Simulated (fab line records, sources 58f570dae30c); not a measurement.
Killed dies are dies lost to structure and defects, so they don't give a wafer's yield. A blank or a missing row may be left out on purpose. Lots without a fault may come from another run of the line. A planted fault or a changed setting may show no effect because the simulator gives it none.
A struck lot beside a sound one | flow berkeley_cmos170 | 37 steps out of a route of 331
Sound: wafers L461.1, L461.4, L461.6. Struck: wafers L466.3, L466.4. The cause comes at the end.
At each step with rows: each side's tool, then ch and its chambers, then its first start. Under that, the readings that differ: sound wafers | struck wafers | difference of the means | sigmas: that difference in standard deviations of wafers without a fault.
alike: readings whose means differ by less than 2 such deviations, and words and numbers that are the same on both sides. not compared: withheld readings, readings that some wafer has no value for, bounds like >300 that may hide the same value, and numbers for which the record gives no deviation and whose values overlap.
The two part at a step that has a row with sigmas, a row that says differs or no value, or rows on one side only. Numbers that don't overlap but have no deviation are shown without sigmas and don't part them. A reading that every wafer of one side lacks parts them only if that side has two wafers or more.

UCB170_V2_BOW_MEAS_03:
  sound on film_metro-01, day 8 03:43; struck on film_metro-02, day 9 11:47
  alike: V2_BOW
UCB170_V2_THK_MEAS_04:
  sound on film_metro-01, day 8 03:50; struck on film_metro-02, day 9 11:53
  alike: V2_POLISHED_THK
then, 7 steps without rows for these wafers: UCB170_V2_CLEAN_05 (cleans in DIW); UCB170_V2_HMDS_06 (prime time 60 s); UCB170_V2_COAT_07 (resist thk 900 nm); UCB170_V2_SOFTBAKE_08 (time 60 s); UCB170_V2_EXPOSE_09 (exposes mask VIA2, target cd 700 nm); UCB170_V2_PEB_10; UCB170_V2_DEVELOP_11 (develop time 45 s).
UCB170_V2_CD_MEAS_12: target cd 700 nm.
  sound on cd_sem-01, day 8 05:18; struck on cd_sem-02, day 9 14:34
  alike: cd_nm
UCB170_V2_OVL_MEAS_13:
  sound on overlay-02, day 8 05:25; struck on overlay-01, day 9 14:40
  alike: V2_OVL
UCB170_V2_ETCH_14: etches SiO2 in CHF3/CF4/Ar, stops on Al, target depth 1250 nm, time 291 s.
  sound on rie_diel-04 ch 0,2,3, day 8 05:27; struck on rie_diel-02 ch 1,2, day 9 14:41
  alike: drypump_motor_current_A, oes_product_au, throttle_valve_pct
  not compared: rf_hours_counter_h
UCB170_V2_STRIP_15: strips in O2.
  sound on plasma_asher-03 ch 0,1, day 8 05:38; struck on plasma_asher-03 ch 0,1, day 9 14:53
  alike: drypump_motor_current_A, oes_product_au, strip_time_to_endpoint_s
  not compared: rf_hours_counter_h
UCB170_V2_CD_MEAS_90: target cd 700 nm.
  sound on cd_sem-02, day 8 05:44; struck on cd_sem-02, day 9 15:00
  alike: cd_nm
then, 1 step without rows for these wafers: UCB170_M3_PRE_CLEAN_00 (preclean etch time 60 s).
UCB170_M3_SPUTTER_01: material Al, target thk 900 nm, time 120 s.
  sound on pvd_sputter-01, day 8 05:55; struck on pvd_sputter-04, day 9 15:08
  alike: throttle_valve_pct
UCB170_M3_RS_MEAS_02: measures by four-point-probe.
  sound on film_metro-01, day 8 06:00; struck on film_metro-01, day 9 15:16
  alike: M3_AL_RS
UCB170_M3_THK_MEAS_03: measures by xrf.
  sound on film_metro-01, day 8 06:07; struck on film_metro-01, day 9 15:22
  alike: M3_AL_THK
then, 3 steps without rows for these wafers: UCB170_M3_HMDS_04 (prime time 60 s); UCB170_M3_COAT_05 (resist thk 900 nm); UCB170_M3_SOFTBAKE_06 (time 60 s).
UCB170_M3_STRIP_07: strips in O2.
  sound on plasma_asher-04 ch 1, day 8 06:47; struck on plasma_asher-04 ch 0,1, day 9 15:58
  alike: drypump_motor_current_A, oes_product_au, strip_time_to_endpoint_s
  not compared: rf_hours_counter_h
then, 7 steps without rows for these wafers: UCB170_M3_STRIP_08 (strips KrF in DMSO, time 600 s); UCB170_M3_COAT_09; UCB170_M3_COAT_10 (resist thk 913 nm); UCB170_M3_SOFTBAKE_11 (time 60 s); UCB170_M3_EXPOSE_12 (exposes mask METAL3, target cd 700 nm); UCB170_M3_PEB_13; UCB170_M3_DEVELOP_14 (develop time 45 s).
UCB170_M3_CD_MEAS_15: target cd 700 nm.
  sound on cd_sem-02, day 8 08:31; struck on cd_sem-02, day 9 18:28
  alike: cd_nm
UCB170_M3_OVL_MEAS_16:
  sound on overlay-01, day 8 08:38; struck on overlay-02, day 9 18:33
  alike: M3_OVL
UCB170_M3_ETCH_17: etches BARC in N2/H2.
  sound on rie_diel-04 ch 0,1,2, day 8 08:40; struck on rie_diel-04 ch 1,2, day 9 18:34
  alike: drypump_motor_current_A, oes_product_au, throttle_valve_pct
then, 1 step without rows for these wafers: UCB170_M3_METAL_ETCH_18 (etches Al in Cl2/BCl3, stops on SiO2, target depth 1170 nm, time 195 s).
UCB170_M3_STRIP_19: strips in O2.
  sound on plasma_asher-04 ch 1, day 8 08:53; struck on plasma_asher-02 ch 0,1, day 9 18:50
  alike: drypump_motor_current_A, oes_product_au
  not compared: rf_hours_counter_h
UCB170_M3_CD_MEAS_90: target cd 700 nm.
  sound on cd_sem-02, day 8 08:59; struck on cd_sem-01, day 9 18:56
  alike: cd_nm
UCB170_M3_BOW_MEAS_20:
  sound on film_metro-03, day 8 09:07; struck on film_metro-01, day 9 19:04
  alike: M3_BOW
UCB170_M3_PROBE_99:
  the record has rows for the struck wafers here (prober-01, day 9 19:14) and none for the sound ones

WHERE THEY PART
Only at UCB170_M3_PROBE_99, within this record.

WHY: what the simulator had put in
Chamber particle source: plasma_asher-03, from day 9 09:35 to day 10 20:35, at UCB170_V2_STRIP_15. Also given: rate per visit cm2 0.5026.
